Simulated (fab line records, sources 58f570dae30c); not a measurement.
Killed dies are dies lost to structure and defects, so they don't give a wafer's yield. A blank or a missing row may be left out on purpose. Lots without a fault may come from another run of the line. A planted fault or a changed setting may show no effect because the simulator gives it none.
fab line records | flow berkeley_cmos170
record lots=7 wafers=21 last_day=12
route steps=331 shown NWELL@32 PWELL@34
lots that met no fault: from a run of the same line without faults
start_h: hours from the record's first day to the start of the lot's first wafer shown | wait_h: hours since the lot's step before | " the same as in the row above | L1.1+2: a row that stands for several wafers | - no value, or no start given | * or withheld: withheld | < > ~ a bound
route shown NAME@n: a module of which the file shows steps, and the number in the route of the first | usual: mean/standard deviation of fault-free wafers | same: alike in all rows | chamber/n: place in a boat | sites: the reading at each site | _std_site: their standard deviation | _edge_site: outer sites' mean less inner sites' | radius_mm: how far each site lies from the wafer's centre | mask NAME#n: copy n | behind: the tool/chamber that last shaped the wafer | hold: why the lot was held/for how many hours/how that ended | device: the transistor (n, p or np) that didn't switch | end of line: the same wafers' tests at the end of the route | a step without rows: its recipe alone | killed: dies lost to structure and defects at the first sort, not the wafer's yield | map: a wafer's dies, x killed, . not, _ none there
set.NAME: the setting as run; set.NAME@STEP: as run at that earlier step | model.NAME: the simulator's own value behind a step, which no gauge read
lots at some steps of the route; a table a step, a row a wafer
services: from which hour (start_h, from the record's first day; less than 0 if before it) a tool's chamber was out of use, for how many hours, and why
## steps
# step UCB170_NWELL_WET_ETCH_18
# recipe chemistry=H3PO4 target=Si3N4 temp_c=160 time_s=14400
# step UCB170_NWELL_WET_ETCH_19
# recipe chemistry=BOE dilution=5:1 target=SiO2 temp_c=25 time_s=22
# step UCB170_PWELL_CLEAN_00
# recipe chemistry=SPM temp_c=120 time_s=600
# step UCB170_PWELL_CLEAN_01
# recipe chemistry=dHF dilution=25:1 time_s=60
# step UCB170_PWELL_OXIDATION_02
# recipe temp_c=1000 ambient=O2 target_thk_a=264 ox_time_s=1260
# step UCB170_PWELL_THK_MEAS_03
# recipe reads=SiO2_of_PWELL_OXIDATION_02
# usual PWELL_OXIDE_THK=26.2/0.45
# columns lot.wafer tool chamber start_h wait_h PWELL_OXIDE_THK[nm]
L312.2 film_metro-03 - 59.03 0.0 25.9
L312.4 " - " " 26.1
L312.6 " - " " 25.6
L313.1 film_metro-01 - 60.37 0.0 26.7
L313.4 " - " " 26.7
L313.6 " - " " 26.4
L322.2 film_metro-01 - 117.01 0.0 26.2
L322.3 " - " " 26.2
L322.6 " - " " 26.3
L324.1 film_metro-01 - 120.72 0.0 26.2
L324.3 " - " " 26.6
L324.4 " - " " 26.3
L323.2 film_metro-04 - 120.73 0.0 26.7
L323.4 " - " " 26.3
L323.6 " - " " 26.5
L330.2 film_metro-03 - 155.50 0.0 25.7
L330.3 " - " " 25.4
L330.5 " - " " 25.6
L331.1 film_metro-01 - 162.34 0.0 25.6
L331.3 " - " " 25.5
L331.6 " - " " 25.5
# step UCB170_PWELL_ANNEAL_04
# recipe temp_c=1000 time_s=900 ambient=N2
# step UCB170_PWELL_CVD_05
# recipe material=Si3N4 target_thk_nm=220 temp_c=800 precursor=SiH2Cl2/NH3 time_s=3300 pressure_mtorr=200 sih2cl2_flow_sccm=25 nh3_flow_sccm=75
# step UCB170_PWELL_THK_MEAS_06
# recipe reads=Si3N4_of_PWELL_CVD_05
# usual PWELL_NITRIDE_THK=219.9/1.7
# columns lot.wafer tool chamber start_h wait_h PWELL_NITRIDE_THK[nm]
L313.1 film_metro-03 - 65.26 0.0 218.0
L313.4 " - " " 218.5
L313.6 " - " " 218.5
L312.2 film_metro-01 - 65.27 0.0 219.6
L312.4 " - " " 221.4
L312.6 " - " " 220.4
L322.2 film_metro-04 - 123.35 0.0 220.8
L322.3 " - " " 218.5
L322.6 " - " " 220.1
L324.1 film_metro-01 - 130.33 0.0 218.2
L324.3 " - " " 219.7
L324.4 " - " " 219.0
L323.2 film_metro-03 - 130.34 0.0 220.8
L323.4 " - " " 219.0
L323.6 " - " " 218.7
L330.2 film_metro-03 - 162.91 0.0 222.7
L330.3 " - " " 221.7
L330.5 " - " " 220.8
L331.1 film_metro-01 - 168.15 0.0 218.7
L331.3 " - " " 218.0
L331.6 " - " " 218.5
# step UCB170_PWELL_HMDS_07
# recipe prime_time_s=60 prime_temp_c=100
# step UCB170_PWELL_COAT_08
# recipe resist=KrF spin_rpm=1500 resist_thk_nm=900
# step UCB170_PWELL_SOFTBAKE_09
# recipe resist=KrF temp_c=130 time_s=60
# step UCB170_PWELL_EXPOSE_10
# recipe mask_id=PWELL target_cd_nm=3000 na=0.5 sigma_outer=0.6 source_shape=conventional dose_mj=18.81
# usual exposure_dose_mJ_cm2=18.813/0.018 focus_offset_nm=-0.1/0.44
# columns lot.wafer tool chamber start_h wait_h mask exposure_dose_mJ_cm2 focus_offset_nm
L312.2 krf_scanner-01 0 65.99 0.2 PWELL#0 18.781 0.2
L312.4 " 0 " " PWELL#0 18.791 0.2
L312.6 " 0 " " PWELL#0 18.796 0.4
L313.1 krf_scanner-02 0 66.33 0.4 PWELL#0 18.829 0.2
L313.4 " 0 " " PWELL#0 18.846 -0.2
L313.6 " 0 " " PWELL#0 18.796 0.2
L322.2 krf_scanner-02 - 124.30 0.2 PWELL#0 - -
L322.3 " - " " PWELL#0 - -
L322.6 " - " " PWELL#0 - -
L324.1 krf_scanner-01 - 131.12 0.2 PWELL#0 - -
L324.3 " - " " PWELL#0 - -
L324.4 " - " " PWELL#0 - -
L323.2 krf_scanner-02 - 131.39 0.5 PWELL#0 - -
L323.4 " - " " PWELL#0 - -
L323.6 " - " " PWELL#0 - -
L330.2 krf_scanner-01 0 163.76 0.2 PWELL#0 18.796 -1.1
L330.3 " 0 " " PWELL#0 18.834 -0.5
L330.5 " 0 " " PWELL#0 18.789 -0.3
L331.1 krf_scanner-01 0 169.00 0.2 PWELL#0 18.805 0.2
L331.3 " 0 " " PWELL#0 18.812 -0.1
L331.6 " 0 " " PWELL#0 18.804 -0.5
# step UCB170_PWELL_PEB_11
# recipe peb_temp_c=130 peb_time_s=withheld resist=KrF
## services
# columns tool chamber start_h hours kind
krf_scanner-02 - 58.52 0.7 repair
krf_scanner-02 - 62.99 1.0 pm
krf_scanner-02 - 106.63 0.3 repair
krf_scanner-01 - 125.96 0.8 pm
krf_scanner-01 - 140.99 1.3 repair
krf_scanner-01 - 158.84 1.0 pm
krf_scanner-02 - 168.06 1.3 pm
## key
first_sign step=UCB170_PWELL_EXPOSE_10 reading=tool_record direction=missing
effect none on later readings
met_at UCB170_PWELL_EXPOSE_10
struck_wafers L322.2,L322.3,L322.6,L323.2,L323.4,L323.6,L324.1,L324.3,L324.4
later_rows_left_out L322.2,L322.3,L322.6,L323.2,L323.4,L323.6,L324.1,L324.3,L324.4
sort_left_out L322.2,L322.3,L322.6,L323.2,L323.4,L323.6,L324.1,L324.3,L324.4
tester_left_out L322,L323,L324
onset_between 66.33 124.30
fault kind=skipped_step_whole tool=krf_scanner-01,krf_scanner-02 chamber=- onset_h=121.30 steps=UCB170_PWELL_EXPOSE_10 scope=struck_lots_only
# tester_left_out: of these lots the tester's yield and bins aren't shown, on N5 and GAA mostly nor the transistor test; their killed dies are dies lost to structure and defects alone, not to doping, threshold or leakage, so they don't give the yield
# sort_left_out: the simulated sort isn't trusted on such a fault, so these wafers' sort isn't shown, and their yield isn't known
# later_rows_left_out: the simulator's readings of these wafers behind a module that went badly wrong aren't trusted and aren't shown, but for the sort
